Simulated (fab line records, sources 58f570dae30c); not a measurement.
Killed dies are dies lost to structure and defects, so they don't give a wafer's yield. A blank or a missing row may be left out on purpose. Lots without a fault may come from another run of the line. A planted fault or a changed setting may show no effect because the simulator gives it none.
Problem report in the 8D (eight disciplines) form, filled by code | flow berkeley_cmos170 | the parts of the form that need people (team, actions taken, sign-off) are left out

1. THE PROBLEM
platen_rpm at UCB170_V1_CMP_02 reads a mean of 45.02 rpm on 9 wafers of 3 lots; wafers without a fault read 60.01 rpm with a standard deviation of 0.042. That is -99 or more standard deviations from the usual mean.
The step: polishes SiO2.
First seen on wafer L922.3, day 12 00:25, on cmp-02. The record holds 45 wafers of 15 lots with a number at this step. Rule for "out", or "out of limits": more than 4 standard deviations from the usual mean. The other wafers with a number count as sound.

2. WHAT IT IS AND WHAT IT IS NOT
question                    | is                     | is not
which readings at this step | platen_rpm             | head_pressure_psi, motor_current_A
which lots                  | L920, L921, L922       | L905, L906, L907, L908, L909, L910, L911, L913, L914, L915, L918, L926
which wafers of those lots  | all that have a number | -
read on which tools         | cmp-02                 | cmp-01
when                        | from day 12 00:25      | up to then (33 sound wafers); but 3 sound wafers of L926 came after

3. SUSPECTS, AND WHAT RULES EACH OUT
Counting: a tool at a process step up to the reading stays a suspect if it ran every lot that is out and no sound lot after the first of them.
- cmp-02 at UCB170_V1_CMP_02 (polishes SiO2): kept. It ran every lot that is out, first L922 (day 12 00:25), and no sound lot after that; its last sound lot up to then is L915 (day 11 05:28). Its own readings are out on those wafers: platen_rpm.
Left after counting: cmp-02 at UCB170_V1_CMP_02.

4. THE CAUSE (what the simulator had put in)
Process parameter drift: cmp-02, from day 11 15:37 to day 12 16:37, at UCB170_V1_CMP_02. Setting platen_rpm, moved by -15, from 60. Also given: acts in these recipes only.
Counting left only this tool.

5. THE CHAIN OF EFFECTS, in route order
Each row: a reading whose mean over the struck wafers that have a number lies more than 3 standard deviations from the usual. Only readings for which the record gives a usual standard deviation are gone through. hours: the time from each lot's start at the first step in this table that gives one to its start at this step, as a median over the lots. sigmas: the change in usual standard deviations.
hours | step             | reading    | usual     | on struck wafers | change | sigmas
0     | UCB170_V1_CMP_02 | platen_rpm | 60.01 rpm | 45.02            | -14.99 | -99 or more
The process steps in it:
- UCB170_V1_CMP_02: polishes SiO2.

6. WHAT WOULD HAVE CAUGHT IT SOONER
In this record the first reading out of limits was taken at day 12 00:25, 9 hours after the fault began at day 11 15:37.
